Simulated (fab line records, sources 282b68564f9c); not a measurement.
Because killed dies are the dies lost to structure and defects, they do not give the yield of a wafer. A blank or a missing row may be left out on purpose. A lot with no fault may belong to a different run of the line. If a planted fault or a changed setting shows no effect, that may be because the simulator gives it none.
The tool behind it: which one? + flow rit_cmos + 45 wafers from 15 lots sampled at 2 of the route's 202 steps

## WHAT THE GAUGES READ, wafer by wafer
Not one reading of a measure or inspect step in the record can be checked against a usual standard deviation.

## WHAT TOOL EACH LOT RAN ON (gives the tool, then ch and the chambers of the sampled wafers, and finally the start)
| lot  | RIT_GATE_OXIDATION_05        | RIT_M1_PROBE_99        |
|------|------------------------------|------------------------|
| L739 | furnace-03 ch 0, day 2 09:56 | -                      |
| L740 | furnace-04 ch 0, day 2 17:47 | prober-02, day 3 21:13 |
| L741 | furnace-04 ch 0, day 2 21:02 | -                      |
| L742 | furnace-03 ch 0, day 3 01:10 | -                      |
| L743 | furnace-01 ch 0, day 3 06:29 | -                      |
| L745 | furnace-04 ch 0, day 3 19:03 | -                      |
| L752 | furnace-04 ch 0, day 5 10:31 | prober-02, day 6 15:54 |
| L753 | furnace-04 ch 0, day 5 10:31 | prober-01, day 6 17:24 |
| L754 | furnace-04 ch 0, day 5 19:34 | prober-01, day 7 09:56 |
| L756 | furnace-01 ch 0, day 6 09:15 | -                      |
| L757 | furnace-01 ch 0, day 6 17:41 | -                      |
| L758 | furnace-01 ch 0, day 7 07:39 | -                      |
| L759 | furnace-01 ch 0, day 7 07:39 | -                      |
| L760 | furnace-01 ch 0, day 7 13:13 | -                      |
| L762 | furnace-03 ch 0, day 7 21:19 | -                      |
- RIT_GATE_OXIDATION_05: target thk 3 nm, ox time 270 s.
- RIT_M1_PROBE_99

## AS READ BY THE TOOLS THEMSELVES (means over the sampled wafers that have a number; for cases with no such wafer, the mark the record gives instead)
RIT_GATE_OXIDATION_05. Usual: spike_tc_source_C 924 C, standard deviation 4.4; tube_center_temp_C_max 902.3, standard deviation 0.4; zone_power_centre_pct 41 %, standard deviation 3.7.
| lot  | tool       | spike_tc_source_C (C) | tube_center_temp_C_max | zone_power_centre_pct (%) | flag |
|------|------------|-----------------------|------------------------|---------------------------|------|
| L739 | furnace-03 | 931                   | 902.3                  | 37                        |      |
| L740 | furnace-04 | 921                   | 902.7                  | 40                        |      |
| L741 | furnace-04 | 923                   | 902.0                  | 41                        |      |
| L742 | furnace-03 | 930                   | 902.6                  | 37                        |      |
| L743 | furnace-01 | 919                   | 902.5                  | 47                        |      |
| L745 | furnace-04 | 922                   | 902.4                  | 41                        |      |
| L752 | furnace-04 | 922                   | 901.9                  | 41                        |      |
| L753 | furnace-04 | 923                   | 902.1                  | 41                        |      |
| L754 | furnace-04 | 922                   | 902.5                  | 41                        |      |
| L756 | furnace-01 | 920                   | 902.5                  | 47                        |      |
| L757 | furnace-01 | 920                   | 902.4                  | 47                        |      |
| L758 | furnace-01 | 920                   | 902.0                  | 47                        |      |
| L759 | furnace-01 | 920                   | 902.3                  | 47                        |      |
| L760 | furnace-01 | 920                   | 902.4                  | 46                        |      |
| L762 | furnace-03 | 930                   | 902.3                  | 37                        |      |

RIT_M1_PROBE_99. Usual: killed_at_contacts 0.1, standard deviation 0.3; killed_at_front_end 7, standard deviation 3.1; killed_dies 7, standard deviation 3.1; killed_on_rim 1.9, standard deviation 1.5; killed_open 3.8, standard deviation 2.3; killed_short 3.2, standard deviation 1.9.
| lot  | tool      | killed_at_contacts | killed_at_front_end | killed_dies | killed_on_rim | killed_open | killed_short | flag |
|------|-----------|--------------------|---------------------|-------------|---------------|-------------|--------------|------|
| L740 | prober-02 | 0.0                | 7                   | 7           | 3.0           | 4.3         | 2.7          |      |
| L752 | prober-02 | 0.0                | 142                 | 142         | 38.3          | 6.7         | 2.3          | OFF  |
| L753 | prober-01 | 0.0                | 136                 | 136         | 36.7          | 3.7         | 1.3          | OFF  |
| L754 | prober-01 | 0.0                | 139                 | 139         | 35.3          | 1.3         | 2.3          | OFF  |

## THE ANSWER, worked out from the rows above alone
Rule: a lot counts as off when the mean over its wafers that have a number is more than 3 standard deviations away from the usual mean. Also off: a lot with no number at a reading for which 4 or more lots have one. All remaining lots with rows at the step are treated as sound. First the gauges in route order, then the tools' own readings, where a lot's mean is used as printed above. At the first step where some lot is off, the reading lying furthest off is the one used; lots without a number count as furthest.
Off: L752, L753, L754, at RIT_M1_PROBE_99 (killed_at_front_end). Neither off nor sound, because the step has no rows for them: L739, L741, L742, L743, L745, L756, L757, L758, L759, L760, L762.
A tool fits if, at that step or a process step before it, it ran every lot that is off, and no sound lot after the first of them. One fits: RIT_GATE_OXIDATION_05 on furnace-04. A fault onset in the window from L740 (day 2 17:47, its last sound lot) to L752 (day 5 10:31, its first lot off) fits.

## WHAT THE SIMULATOR PUT IN
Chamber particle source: furnace-04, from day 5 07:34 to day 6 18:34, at RIT_GATE_OXIDATION_05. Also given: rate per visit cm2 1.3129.
Shown lots that were struck: L752, L753, L754. The same result came from the rule above.
